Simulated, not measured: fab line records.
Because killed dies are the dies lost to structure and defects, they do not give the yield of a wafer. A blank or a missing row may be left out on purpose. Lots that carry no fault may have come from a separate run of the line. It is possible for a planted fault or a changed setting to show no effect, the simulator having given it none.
Code-filled problem report in 8D (eight disciplines) form :: flow berkeley cmos170 :: the parts of the form that need people (team, actions taken, sign-off) are left out

== 1. WHAT WENT WRONG ==
At UCB170_M1_CD_MEAS_09, cd nm averages 710.0 nm over 6 wafers from 2 lots, while fault-free wafers read 699.7 nm, standard deviation 1.3. Measured from the usual mean, that is +7.9 standard deviations.
The step: target cd 700 nm.
Seen first at day 10 13:27 on cd sem-01, wafer L114.2. At this step, 36 wafers from 12 lots have a number in the record. Rule for "out" (also "out of limits"): further than 4 standard deviations from the usual mean. The rest of the wafers with a number are treated as sound.

== 2. WHAT THIS IS AND IS NOT ==
question: which readings at this step
is: cd nm
is not: -

question: which lots
is: L113, L114
is not: L104, L105, L106, L109, L117, L120, L121, L122, L123, L124

question: which wafers of those lots
is: all that have a number
is not: -

question: read on which gauges
is: cd sem-01, cd sem-02
is not: -

question: when
is: from day 10 13:27
is not: up to then (12 sound wafers); but 18 sound wafers of L117, L120, L121, L122, L123, L124 came after

== 3. SUSPECTS, AND WHAT RULES EACH OUT ==
Counting: a tool at any process step up to the reading remains a suspect when it ran all the lots that are out and ran no sound lot after the first of those.
- ruled out: the gauge at UCB170_M1_CD_MEAS_09. 2 gauges (cd sem-01, cd sem-02) read the wafers that are out.
- litho track-02 at UCB170_M1_PEB_07: kept. It processed each lot that is out, first L114 at day 10 13:11, and no sound lot thereafter; up to then, the last sound lot it processed was L105 at day 8 04:19. Out on those wafers are its own readings of heater power total W.
After counting, what remains is litho track-02 at UCB170_M1_PEB_07.

== 4. THE CAUSE (what the simulator had put in) ==
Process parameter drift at UCB170_M1_PEB_07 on litho track-02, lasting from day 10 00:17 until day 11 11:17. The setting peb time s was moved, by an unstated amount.
The count eliminated every tool but this one.

== 5. THE EFFECT CHAIN, in route order ==
Rows list readings where the struck wafers' mean (over those with a number) sits beyond 3 standard deviations from the usual. Scope: only readings with a usual standard deviation given in the record; hours: median across lots of the time from each lot's start at the first step in this table that gives one to its start at this step; sigmas: change in usual standard deviations.
hours: 0
step: UCB170_M1_PEB_07
reading: heater power total W
usual: 56.80 W
on struck wafers: 59.70
change: +2.90
sigmas: +66

hours: 0
step: UCB170_M1_CD_MEAS_09
reading: cd nm
usual: 699.7 nm
on struck wafers: 710.0
change: +10.2
sigmas: +7.9
The process steps in it:
- UCB170_M1_PEB_07
Later steps that measure or inspect, where all struck wafers having a row at the step show a number for every such reading and not one has moved that far: UCB170_V1_CD_MEAS_12.

== 6. HOW IT WOULD HAVE BEEN CAUGHT EARLIER ==
The first out-of-limits reading at a measuring or inspecting step in this record came at day 10 13:27, 13 hours after the fault's start at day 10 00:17.
At UCB170_M1_PEB_07, the tool's own readings (heater power total W) were out on each struck wafer the step has a row for, so an alarm limit on them would have fired on the first such wafer.
Lots out: 2; of these, L113 started UCB170_M1_PEB_07 on litho track-02 after day 10 13:27. Had the tool been put on hold then, it would have been spared.
